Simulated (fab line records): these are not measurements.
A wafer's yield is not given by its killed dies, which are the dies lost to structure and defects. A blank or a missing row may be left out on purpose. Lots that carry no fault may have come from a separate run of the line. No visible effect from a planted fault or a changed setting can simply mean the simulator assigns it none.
A single fault, viewed from 2 desks | flow berkeleyCmos170 | each desk holds nothing but its own numbers, with what lay behind them at the end

== METROLOGY DESK ==
What the gauges read, lot by lot, whatever tool the lot ran on: means of the sampled wafers that have a number. Any lot whose mean is over 4 standard deviations away from the usual mean is out of limits and marked OUT; that distance is given in the brackets.
Columns: A = PSD_RS at UCB170_SDANNEAL_RS_MEAS_02, usual 75.6 ohm/sq; B = NSD_RS at UCB170_SDANNEAL_RS_MEAS_03, usual 37.28 ohm/sq; C = PLDD_RS at UCB170_SDANNEAL_RS_MEAS_04, usual 1036 ohm/sq; D = SILICIDE_TI_RS at UCB170_SILICIDE_RS_MEAS_02, usual 26.0 ohm/sq; E = CONTACT_OVL at UCB170_CONTACT_OVL_MEAS_16, usual 1 nm
lot  | first seen here | A              | B               | C               | D    | E
L107 | day 7 04:35     | 75.6           | 37.54           | 1037            | 26.4 | 4
L106 | day 7 05:26     | 76.1           | 37.29           | 1042            | 26.0 | 7
L108 | day 7 05:48     | 65.4 (-34) OUT | 35.71 (-16) OUT | 1011 (-8.0) OUT | 25.7 | 1
L110 | day 7 16:24     | 65.1 (-35) OUT | 35.70 (-16) OUT | 1012 (-7.8) OUT | 26.1 | 4
L109 | day 7 16:57     | 75.6           | 37.14           | 1037            | 25.8 | -9
L111 | day 7 17:08     | 65.8 (-33) OUT | 35.84 (-14) OUT | 1018 (-5.7) OUT | 25.9 | 2
L118 | day 9 10:43     | 76.0           | 37.28           | 1036            | 26.4 | 2
L119 | day 9 23:51     | 75.3           | 37.31           | 1035            | 25.8 | -2
L121 | day 10 05:29    | 75.4           | 37.10           | 1039            | 26.2 | -5
L123 | day 10 10:20    | 75.4           | 37.35           | 1032            | 25.9 | 4
L126 | day 11 09:17    | 75.4           | 37.11           | 1036            | 26.5 | 4
L128 | day 11 16:26    | 75.8           | 37.38           | 1036            | 26.2 | 6
L127 | day 11 16:49    | 75.8           | 37.26           | 1038            | 26.0 | 2
L129 | day 12 01:32    | 75.3           | 37.19           | 1035            | 25.6 | -3
This desk reports L108, L110, L111 out of limits; the earliest was L108 at day 7 05:48 (PSD_RS at UCB170_SDANNEAL_RS_MEAS_02). L107, L106, L109, L118, L119, L121, L123, L126, L128, L127, L129: within limits.

== AT THE TOOL OWNER'S DESK: rtpAnneal-02 ==
At UCB170_SDANNEAL_RTA_01 (time 5 s), the tool's own readings, given per lot that ran on this tool as the mean of the sampled wafers with a number. Any lot whose mean is over 4 standard deviations away from the usual mean is out of limits and marked OUT; that distance is given in the brackets.
Columns: A = lampPowerPct at UCB170_SDANNEAL_RTA_01, usual 40.80 %; B = wafer_temp_C_max at UCB170_SDANNEAL_RTA_01, usual 1055.0
lot  | first seen here | A               | B
L107 | day 7 04:32     | 40.92           | 1055.6
L106 | day 7 05:22     | 40.86           | 1055.9
L108 | day 7 05:43     | 43.56 (+28) OUT | 1081.2 (+20) OUT
L110 | day 7 16:20     | 43.59 (+28) OUT | 1080.1 (+19) OUT
L111 | day 7 17:04     | 43.57 (+28) OUT | 1080.4 (+20) OUT
L128 | day 11 16:23    | 40.83           | 1054.6
L129 | day 12 01:28    | 40.87           | 1055.6
Finding of this desk: L108, L110, L111 out of limits; the first was L108 at day 7 05:43, on lampPowerPct at UCB170_SDANNEAL_RTA_01. L107, L106, L128, L129: within limits.

== ALL TOGETHER ==
The tool owner's desk could have raised an alarm at day 7 05:43, on L108, L110, L111.
The metrology desk could have raised an alarm at day 7 05:48, on L108, L110, L111.
On rtpAnneal-02, each named lot ran UCB170_SDANNEAL_RTA_01.

== WHAT THE SIMULATOR HAD PUT IN ==
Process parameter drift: rtpAnneal-02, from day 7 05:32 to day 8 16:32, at UCB170_SDANNEAL_RTA_01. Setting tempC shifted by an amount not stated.
Struck lots among those shown: L108, L110, L111.
Counting hours from when the fault started, the first reading out of limits came at 0 for the tool owner's desk and at 0 for the metrology desk.
